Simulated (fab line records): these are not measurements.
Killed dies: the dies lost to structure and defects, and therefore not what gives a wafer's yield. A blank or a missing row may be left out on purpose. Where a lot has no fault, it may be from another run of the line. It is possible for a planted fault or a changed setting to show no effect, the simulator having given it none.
One fault through the eyes of 2 desks | flow berkeley cmos170 | only its own numbers are on each desk; what lay behind them is given at the end

## AT THE TOOL OWNER'S DESK: rie metal-01
The tool's own readings at UCB170_M1_METAL_ETCH_12 (etches Al in Cl2/BCl3, stops on PSG, target depth 780 nm, time 130 s): means of the sampled wafers that have a number, for each lot that ran on this tool. Any lot whose mean is over 4 standard deviations away from the usual mean is out of limits and marked OUT; that distance is given in the brackets.
Columns: A = drypump motor current A at UCB170_M1_METAL_ETCH_12, usual 5.8 A; B = he backside leak sccm at UCB170_M1_METAL_ETCH_12, usual 3.3 sccm; C = oes product au at UCB170_M1_METAL_ETCH_12, usual 0.842 a.u.; D = run length s at UCB170_M1_METAL_ETCH_12, usual 158.5 s; E = throttle valve pct at UCB170_M1_METAL_ETCH_12, usual 24.39 %
lot  | first seen here | A   | B   | C                | D               | E
L520 | day 8 04:38     | 5.9 | 3.2 | 0.829            | 157.4           | 24.64
L523 | day 9 03:29     | 5.9 | 3.2 | 0.842            | 157.6           | 24.63
L528 | day 11 02:07    | 5.2 | 3.5 | 0.843            | 157.6           | 24.09
L532 | day 11 03:31    | 5.2 | 3.7 | 0.838            | 157.8           | 24.08
L535 | day 11 03:55    | 5.6 | 3.5 | 0.937 (+8.6) OUT | 125.3 (-26) OUT | 24.31
L537 | day 11 22:44    | 5.2 | 3.4 | 0.891 (+4.5) OUT | 141.3 (-13) OUT | 24.06
This desk's verdict: out of limits on L535, L537, starting with L535 at day 11 03:55 (oes product au at UCB170_M1_METAL_ETCH_12). In limits: L520, L523, L528, L532.

## FROM THE METROLOGY DESK
Means of the sampled wafers that have a number, per lot and without regard to the tool the lot ran on: this is what the gauges read. Any lot whose mean is over 4 standard deviations away from the usual mean is out of limits and marked OUT; that distance is given in the brackets.
Columns: A = NSD_OVL at UCB170_NSD_OVL_MEAS_07, usual -2 nm; B = SILICIDE_TI_RS at UCB170_SILICIDE_RS_MEAS_02, usual 26.1 ohm/sq; C = cd nm at UCB170_M1_CD_MEAS_90, usual 698.4 nm; D = cd nm at UCB170_V1_CD_MEAS_12, usual 699.9 nm
lot  | first seen here | A  | B    | C     | D
L520 | day 7 18:24     | -1 | 25.9 | 697.2 | 702.4
L522 | day 8 10:07     | -4 | 25.8 | 699.2 | 700.8
L525 | day 8 18:59     | -2 | 25.8 | 698.4 | 700.1
L523 | day 8 19:13     | -6 | 26.4 | 699.4 | 700.2
L524 | day 8 19:20     | -1 | 26.3 | 697.0 | 701.0
L526 | day 9 19:14     | -6 | 26.4 | 698.1 | 700.1
L530 | day 10 14:56    | -5 | 26.3 | 698.8 | 699.5
L528 | day 10 15:04    | -3 | 26.5 | 698.2 | 698.4
L529 | day 10 15:13    | 6  | 26.1 | 701.3 | 702.2
L532 | day 10 15:19    | -2 | 26.5 | 696.2 | 699.0
L535 | day 10 15:29    | -5 | 25.8 | 705.9 | 700.4
L538 | day 11 12:03    | -3 | 25.9 | 697.1 | 700.6
L537 | day 11 12:47    | 7  | 25.7 | 705.8 | 698.2
L540 | day 12 05:02    | 5  | 25.5 | 698.6 | 698.7
Result from this desk: across the 14 lots, nothing is out of limits.

## PUT TOGETHER
The tool owner's desk had the chance to raise an alarm at day 11 03:55 on L535, L537.
Nothing out of limits was seen by the metrology desk.
The metrology desk holds a record of L535, L537, inside its limits.
Every lot named ran UCB170_M1_METAL_ETCH_12 on rie metal-01.

## WHAT HAD BEEN PUT IN BY THE SIMULATOR
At UCB170_M1_METAL_ETCH_12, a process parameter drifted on rie metal-01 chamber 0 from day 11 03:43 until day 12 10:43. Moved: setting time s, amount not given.
Struck lots among those shown: L535, L537.
Hours from the fault's start to each desk's first reading out of limits: the tool owner's desk, 0.
